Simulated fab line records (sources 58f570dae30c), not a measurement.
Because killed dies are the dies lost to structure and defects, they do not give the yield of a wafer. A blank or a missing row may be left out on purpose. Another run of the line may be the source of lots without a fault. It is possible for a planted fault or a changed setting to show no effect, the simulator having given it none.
What tool caused it? + flow berkeley cmos170 + 14 lots with 42 wafers sampled at 6 steps, on a route of 331 steps

WHAT THE GAUGES READ, wafer by wafer
UCB170_M2_RS_MEAS_02: uses a four-point probe to measure. Usual: M2_AL_RS 0.0322 ohm/sq, standard deviation 0.00033.
| lot  | measured     | on            | M2_AL_RS (ohm/sq)    | flag |
|------|--------------|---------------|----------------------|------|
| L490 | day 8 09:02  | film metro-01 | 0.0324 0.0322 0.0325 |      |
| L493 | day 8 17:52  | film metro-01 | 0.0322 0.0322 0.0320 |      |
| L492 | day 8 20:12  | film metro-01 | 0.0319 0.0322 0.0322 |      |
| L491 | day 8 20:19  | film metro-04 | 0.0326 0.0323 0.0325 |      |
| L494 | day 10 05:21 | film metro-02 | 0.0322 0.0320 0.0320 |      |
| L498 | day 10 05:36 | film metro-02 | 0.0323 0.0322 0.0318 |      |
| L496 | day 10 05:43 | film metro-01 | 0.0322 0.0320 0.0322 |      |
| L495 | day 10 05:55 | film metro-04 | 0.0320 0.0317 0.0320 |      |
| L497 | day 10 07:07 | film metro-04 | 0.0321 0.0189 0.0320 | OFF  |
| L503 | day 11 06:24 | film metro-04 | 0.0192 0.0328 0.0325 | OFF  |
| L501 | day 11 11:21 | film metro-02 | 0.0320 0.0321 0.0319 |      |
| L504 | day 11 11:38 | film metro-01 | 0.0191 0.0328 0.0191 | OFF  |
| L508 | day 12 14:53 | film metro-01 | 0.0324 0.0322 0.0326 |      |
| L506 | day 12 17:43 | film metro-04 | 0.0323 0.0322 0.0320 |      |

UCB170_M2_THK_MEAS_03: measures by xrf. Usual: M2_AL_THK 906 nm, standard deviation 9.7.
| lot  | measured     | on            | M2_AL_THK (nm) | flag |
|------|--------------|---------------|----------------|------|
| L490 | day 8 09:09  | film metro-01 | 903 904 900    |      |
| L493 | day 8 17:59  | film metro-01 | 906 907 911    |      |
| L492 | day 8 20:19  | film metro-01 | 915 907 912    |      |
| L491 | day 8 20:26  | film metro-04 | 884 891 894    |      |
| L494 | day 10 05:28 | film metro-02 | 903 913 910    |      |
| L498 | day 10 05:43 | film metro-02 | 902 907 919    |      |
| L496 | day 10 05:50 | film metro-01 | 906 915 908    |      |
| L495 | day 10 06:01 | film metro-04 | 908 913 905    |      |
| L497 | day 10 07:13 | film metro-04 | 901 1528 898   | OFF  |
| L503 | day 11 06:31 | film metro-04 | 1509 885 896   | OFF  |
| L501 | day 11 11:28 | film metro-02 | 910 908 914    |      |
| L504 | day 11 11:45 | film metro-01 | 1522 892 1513  | OFF  |
| L508 | day 12 15:01 | film metro-01 | 902 908 896    |      |
| L506 | day 12 17:50 | film metro-04 | 904 906 904    |      |

UCB170_M2_OVL_MEAS_16. Usual: M2_OVL -1 nm, standard deviation 5.3.
| lot  | measured     | on         | M2_OVL (nm) | flag |
|------|--------------|------------|-------------|------|
| L490 | day 8 11:30  | overlay-01 | -4 -1 -7    |      |
| L493 | day 8 20:22  | overlay-02 | 0 6 3       |      |
| L492 | day 8 22:31  | overlay-02 | -5 -5 -4    |      |
| L491 | day 8 22:47  | overlay-02 | 0 0 -2      |      |
| L494 | day 10 08:33 | overlay-02 | 2 -1 0      |      |
| L498 | day 10 08:40 | overlay-02 | -5 -4 -14   |      |
| L496 | day 10 08:50 | overlay-01 | 0 -4 -4     |      |
| L495 | day 10 09:07 | overlay-02 | 4 6 6       |      |
| L497 | day 10 09:52 | overlay-01 | -4 -3 -1    |      |
| L503 | day 11 08:16 | overlay-02 | -6 -3 6     |      |
| L501 | day 11 13:37 | overlay-01 | 1 -5 4      |      |
| L504 | day 11 13:44 | overlay-02 | -7 -8 -2    |      |
| L508 | day 12 17:41 | overlay-02 | -6 -6 7     |      |
| L506 | day 12 20:17 | overlay-02 | -4 -5 1     |      |

TOOL THAT RAN EACH LOT (tool first, then ch and the chambers of the sampled wafers, then the start)
| lot  | UCB170_V1_ETCH_14                  | UCB170_M2_SPUTTER_01         | UCB170_M2_STRIP_07                   |
|------|------------------------------------|------------------------------|--------------------------------------|
| L490 | rie diel-04 ch 0,1, day 8 08:29    | pvd sputter-03, day 8 08:56  | plasma asher-01 ch 0,1, day 8 09:40  |
| L493 | rie diel-04 ch 1,2,3, day 8 17:18  | pvd sputter-03, day 8 17:46  | plasma asher-04 ch 0,1, day 8 18:58  |
| L492 | rie diel-04 ch 1,2, day 8 19:38    | pvd sputter-03, day 8 20:06  | plasma asher-01 ch 0,1, day 8 20:49  |
| L491 | rie diel-01 ch 0,1,3, day 8 19:45  | pvd sputter-02, day 8 20:13  | plasma asher-02 ch 0,1, day 8 20:56  |
| L494 | rie diel-01 ch 1,2,3, day 10 04:47 | pvd sputter-02, day 10 05:14 | plasma asher-04 ch 1, day 10 05:58   |
| L498 | rie diel-03 ch 0,2,3, day 10 05:04 | pvd sputter-03, day 10 05:31 | plasma asher-01 ch 0, day 10 06:15   |
| L496 | rie diel-04 ch 0,1, day 10 05:07   | pvd sputter-04, day 10 05:38 | plasma asher-02 ch 0,1, day 10 06:42 |
| L495 | rie diel-01 ch 0,3, day 10 05:20   | pvd sputter-02, day 10 05:48 | plasma asher-01 ch 0,1, day 10 06:53 |
| L497 | rie diel-03 ch 1,2,3, day 10 06:32 | pvd sputter-03, day 10 07:00 | plasma asher-01 ch 0,1, day 10 08:13 |
| L503 | rie diel-03 ch 1,2,3, day 11 05:52 | pvd sputter-03, day 11 06:19 | plasma asher-01 ch 0,1, day 11 07:02 |
| L501 | rie diel-03 ch 1,2,3, day 11 10:48 | pvd sputter-02, day 11 11:16 | plasma asher-01 ch 0,1, day 11 12:16 |
| L504 | rie diel-01 ch 0,1, day 11 11:05   | pvd sputter-03, day 11 11:32 | plasma asher-02 ch 1, day 11 12:27   |
| L508 | rie diel-03 ch 0,1, day 12 14:20   | pvd sputter-04, day 12 14:48 | plasma asher-02 ch 0,1, day 12 16:02 |
| L506 | rie diel-04 ch 0,1,2, day 12 17:07 | pvd sputter-02, day 12 17:38 | plasma asher-01 ch 0,1, day 12 18:36 |
- UCB170_V1_ETCH_14: etches SiO2 in CHF3/CF4/Ar, stops on Al, target depth 1250 nm, time 291 s.
- UCB170_M2_SPUTTER_01: material Al, target thk 900 nm, time 120 s.
- UCB170_M2_STRIP_07: strips in O2.

AS READ BY THE TOOLS THEMSELVES (means over the sampled wafers that have a number; for cases with no such wafer, the mark the record gives instead)
UCB170_V1_ETCH_14. Usual: drypump motor current A 5.7 A, standard deviation 0.6; oes product au 0.879 a.u., standard deviation 0.012; throttle valve pct 6.95 %, standard deviation 0.15.
| lot  | tool        | drypump motor current A (A) | oes product au (a.u.) | throttle valve pct (%) | flag |
|------|-------------|-----------------------------|-----------------------|------------------------|------|
| L490 | rie diel-04 | 5.6                         | 0.878                 | 6.96                   |      |
| L493 | rie diel-04 | 5.8                         | 0.873                 | 6.94                   |      |
| L492 | rie diel-04 | 5.7                         | 0.867                 | 7.06                   |      |
| L491 | rie diel-01 | 5.5                         | 0.878                 | 6.91                   |      |
| L494 | rie diel-01 | 5.2                         | 0.881                 | 6.94                   |      |
| L498 | rie diel-03 | 6.1                         | 0.877                 | 6.86                   |      |
| L496 | rie diel-04 | 5.6                         | 0.885                 | 6.97                   |      |
| L495 | rie diel-01 | 5.5                         | 0.874                 | 6.99                   |      |
| L497 | rie diel-03 | 5.7                         | 0.878                 | 6.99                   |      |
| L503 | rie diel-03 | 5.7                         | 0.884                 | 6.99                   |      |
| L501 | rie diel-03 | 5.7                         | 0.874                 | 7.00                   |      |
| L504 | rie diel-01 | 5.4                         | 0.887                 | 6.82                   |      |
| L508 | rie diel-03 | 6.1                         | 0.895                 | 6.94                   |      |
| L506 | rie diel-04 | 5.7                         | 0.875                 | 7.01                   |      |

UCB170_M2_SPUTTER_01. Usual: throttle valve pct at 29.5 %, with a standard deviation of 1.2.
| lot  | tool           | throttle valve pct (%) | flag |
|------|----------------|------------------------|------|
| L490 | pvd sputter-03 | 29.2                   |      |
| L493 | pvd sputter-03 | 29.4                   |      |
| L492 | pvd sputter-03 | 28.9                   |      |
| L491 | pvd sputter-02 | 29.7                   |      |
| L494 | pvd sputter-02 | 29.4                   |      |
| L498 | pvd sputter-03 | 29.5                   |      |
| L496 | pvd sputter-04 | 31.3                   |      |
| L495 | pvd sputter-02 | 28.6                   |      |
| L497 | pvd sputter-03 | 29.2                   |      |
| L503 | pvd sputter-03 | 29.9                   |      |
| L501 | pvd sputter-02 | 29.5                   |      |
| L504 | pvd sputter-03 | 28.9                   |      |
| L508 | pvd sputter-04 | 29.7                   |      |
| L506 | pvd sputter-02 | 28.6                   |      |

UCB170_M2_STRIP_07. Usual: drypump motor current A 5.6 A, standard deviation 0.44; oes product au 0.734 a.u., standard deviation 0.0045; strip time to endpoint s 21.98 s, standard deviation 0.07.
| lot  | tool            | drypump motor current A (A) | oes product au (a.u.) | strip time to endpoint s (s) | flag |
|------|-----------------|-----------------------------|-----------------------|------------------------------|------|
| L490 | plasma asher-01 | 6.0                         | 0.736                 | 21.96                        |      |
| L493 | plasma asher-04 | 5.4                         | 0.733                 | 22.03                        |      |
| L492 | plasma asher-01 | 6.0                         | 0.734                 | 21.97                        |      |
| L491 | plasma asher-02 | 5.2                         | 0.736                 | 21.98                        |      |
| L494 | plasma asher-04 | 6.0                         | 0.733                 | 22.02                        |      |
| L498 | plasma asher-01 | 6.2                         | 0.729                 | 22.13                        |      |
| L496 | plasma asher-02 | 5.2                         | 0.737                 | 22.08                        |      |
| L495 | plasma asher-01 | 6.0                         | 0.734                 | 22.06                        |      |
| L497 | plasma asher-01 | 5.8                         | 0.737                 | 21.96                        |      |
| L503 | plasma asher-01 | 5.8                         | 0.737                 | 21.91                        |      |
| L501 | plasma asher-01 | 6.0                         | 0.739                 | 21.92                        |      |
| L504 | plasma asher-02 | 5.0                         | 0.728                 | 21.98                        |      |
| L508 | plasma asher-02 | 5.3                         | 0.734                 | 21.95                        |      |
| L506 | plasma asher-01 | 5.8                         | 0.732                 | 22.01                        |      |

THE ANSWER, worked out from the rows above alone
Rule: take the mean of a lot's wafers that have a number; if it is more than 3 standard deviations from the usual mean, the lot is off. A lot without any number at a reading at which 4 lots or more have one is off too. Any other lot the step has rows for is counted as sound. After the gauges, taken in route order, come the tools' own readings; for these a lot's mean is taken, as printed above. At the first step where some lot is off, the reading lying furthest off is the one used; lots without a number count as furthest.
Off: at UCB170_M2_RS_MEAS_02 (M2_AL_RS), L497, L503, L504.
If a tool, at a process step before that reading, ran all the lots that are off and no sound lot after the first of them, it fits. Those tools and the gauges at UCB170_M2_RS_MEAS_02 are tried in the same way. One fits: pvd sputter-03 at UCB170_M2_SPUTTER_01. Its last sound lot is L498 (day 10 05:31), its first lot that is off L497 (day 10 07:00): a fault that began between those two fits.

WHAT HAD BEEN PUT IN BY THE SIMULATOR
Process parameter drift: pvd sputter-03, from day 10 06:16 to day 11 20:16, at UCB170_M2_SPUTTER_01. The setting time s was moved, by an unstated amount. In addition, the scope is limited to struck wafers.
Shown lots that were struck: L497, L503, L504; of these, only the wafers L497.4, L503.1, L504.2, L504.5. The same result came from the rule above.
